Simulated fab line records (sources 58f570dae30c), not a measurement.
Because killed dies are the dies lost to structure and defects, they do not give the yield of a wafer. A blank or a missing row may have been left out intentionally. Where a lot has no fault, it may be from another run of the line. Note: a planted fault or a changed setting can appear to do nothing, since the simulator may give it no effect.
Which tool is to blame?	flow berkeleyCmos170	14 lots with 42 wafers sampled at 2 steps, on a route of 331 steps

WHAT THE GAUGES READ, wafer by wafer
UCB170_PSD_OVL_MEAS_07.
lot	measured	on	PSD_OVL (nm)
L305	day 7 11:14	overlay-02	10 5 7
L307	day 8 05:11	overlay-01	4 0 1
L310	day 8 11:39	overlay-02	-6 3 -1
L313	day 9 05:53	overlay-02	5 -2 6
L316	day 10 01:05	overlay-01	-5 -10 0
L317	day 10 08:41	overlay-01	-2 -2 8
L318	day 10 08:55	overlay-02	5 1 1
L321	day 11 03:02	overlay-01	2 -1 0
L322	day 11 03:05	overlay-02	3 0 4
L323	day 12 09:13	overlay-01	-1 0 -3
L324	day 12 09:27	overlay-02	-1 -5 -3
L326	day 12 18:12	overlay-01	-3 -3 3
L327	day 13 02:53	overlay-01	-3 -1 2
L328	day 13 03:22	overlay-01	5 0 3

UCB170_CONTACT_THK_MEAS_02.
lot	measured	on	CONTACT_PSG_THK (nm)
L305	day 7 21:30	filmMetro-02	690 694 698
L307	day 8 12:20	filmMetro-01	704 705 704
L310	day 8 20:09	filmMetro-01	701 696 701
L313	day 9 12:34	filmMetro-02	715 714 715
L316	day 10 07:11	filmMetro-01	697 702 690
L317	day 10 14:34	filmMetro-04	709 709 710
L318	day 10 16:11	filmMetro-01	692 689 696
L321	day 11 08:58	filmMetro-02	702 700 701
L322	day 11 09:15	filmMetro-02	696 697 700
L323	day 12 19:39	filmMetro-04	699 699 701
L324	day 12 19:38	filmMetro-02	712 707 716
L326	day 13 07:25	filmMetro-01	699 702 704
L327	day 13 14:51	filmMetro-01	701 697 703
L328	day 13 14:52	filmMetro-04	714 705 712

TOOL THAT RAN EACH LOT (tool first, then ch and the chambers of the sampled wafers, then the start)
No process step before these readings appears in the record.

AS READ BY THE TOOLS THEMSELVES (means over the sampled wafers that have a number; for cases with no such wafer, the mark the record gives instead)
The record holds no such reading with a usual standard deviation.

THE ANSWER, worked out from the rows above alone
Rule: what is usual is taken from the lots themselves. The widest of any qualifying gaps counts: lots, ordered by their means at a reading, are off when they make up no more than a third of the lots, leave a main group of 4 or more, and stand apart from it by 3 or more times the standard deviation of that group's means. The tables above print the reading to a certain number of digits; a main group whose means all agree to those digits is not used. A lot without any number at a reading at which 4 lots or more have one is off too. All remaining lots with rows at the step are treated as sound. The gauges are gone through in route order, then the tools' own readings, and for those a lot's mean is taken as printed above. The first step at which some lot is off is used, and at that step the reading that is off furthest; a lot without a number counts as furthest.
No lot is off at any reading shown: from this, nothing can be told.

WHAT THE SIMULATOR HAD INSERTED
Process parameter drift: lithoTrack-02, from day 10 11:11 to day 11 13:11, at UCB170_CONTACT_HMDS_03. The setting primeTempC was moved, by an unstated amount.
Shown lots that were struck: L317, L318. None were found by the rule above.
